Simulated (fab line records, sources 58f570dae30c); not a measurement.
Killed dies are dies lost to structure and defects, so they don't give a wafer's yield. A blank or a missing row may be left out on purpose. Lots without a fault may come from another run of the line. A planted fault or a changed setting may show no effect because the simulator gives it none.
A struck lot beside a sound one | flow berkeley_cmos170 | 14 steps out of a route of 331
Sound: wafers L764.2, L764.4, L764.5. Struck: wafers L769.1, L769.2, L769.4. The cause comes at the end.
At each step with rows: each side's tool, then ch and its chambers, then its first start. Under that, the readings that differ: sound wafers | struck wafers | difference of the means | sigmas: that difference in standard deviations of wafers without a fault.
alike: readings whose means differ by less than 2 such deviations, and words and numbers that are the same on both sides. not compared: withheld readings, readings that some wafer has no value for, bounds like >300 that may hide the same value, and numbers for which the record gives no deviation and whose values overlap.
The two part at a step that has a row with sigmas, a row that says differs or no value, or rows on one side only. Numbers that don't overlap but have no deviation are shown without sigmas and don't part them. A reading that every wafer of one side lacks parts them only if that side has two wafers or more.

UCB170_PVT_TW_MEAS_09:
  sound on film_metro-01, day 5 12:31; struck on film_metro-04, day 6 12:29
  reading | sound       | struck      | difference | sigmas
  PVT_TW  | 520 516 519 | 511 511 509 | -8         | -2
then, 1 step without rows for these wafers: UCB170_GATE_WET_ETCH_00 (etches SiO2 in dHF, time 200 s).
UCB170_FIELD_THK_MEAS_91:
  sound on film_metro-03, day 5 12:39; struck on film_metro-04, day 6 12:42
  alike: FIELD_OXIDE_LEFT_2_THK
then, 1 step without rows for these wafers: UCB170_GATE_OXIDATION_01 (target thk 6.6 nm, ox time 1800 s).
UCB170_GATE_THK_MEAS_02:
  sound on film_metro-03, day 5 17:52; struck on film_metro-02, day 6 17:44
  alike: GATE_OXIDE_THK
then, 2 steps without rows for these wafers: UCB170_GATE_ANNEAL_03 (time 1800 s); UCB170_GATE_CVD_04 (deposits poly-Si from SiH4, time 1440 s, target thk 214 nm).
UCB170_GATE_THK_MEAS_05:
  sound on film_metro-02, day 5 23:37; struck on film_metro-02, day 6 23:26
  alike: GATE_POLY_THK
then, 4 steps without rows for these wafers: UCB170_GATE_COAT_06; UCB170_GATE_COAT_07 (resist thk 900 nm); UCB170_GATE_SOFTBAKE_08 (time 60 s); UCB170_GATE_EXPOSE_09 (exposes mask POLY, target cd 350 nm).
UCB170_GATE_PEB_10:
  sound on litho_track-03 ch 0, day 6 00:37; struck on litho_track-03, day 7 00:48
  no value came back on the struck wafers for chill_plate_temp_C (C), exhaust_pa (Pa); on the sound wafers chill_plate_temp_C (C) reads 22.95 23.18 22.97
then, 1 step without rows for these wafers: UCB170_GATE_DEVELOP_11 (develop time 45 s).

WHERE THEY PART
First at UCB170_PVT_TW_MEAS_09; last, within this record, at UCB170_GATE_PEB_10.

WHY: what the simulator had put in
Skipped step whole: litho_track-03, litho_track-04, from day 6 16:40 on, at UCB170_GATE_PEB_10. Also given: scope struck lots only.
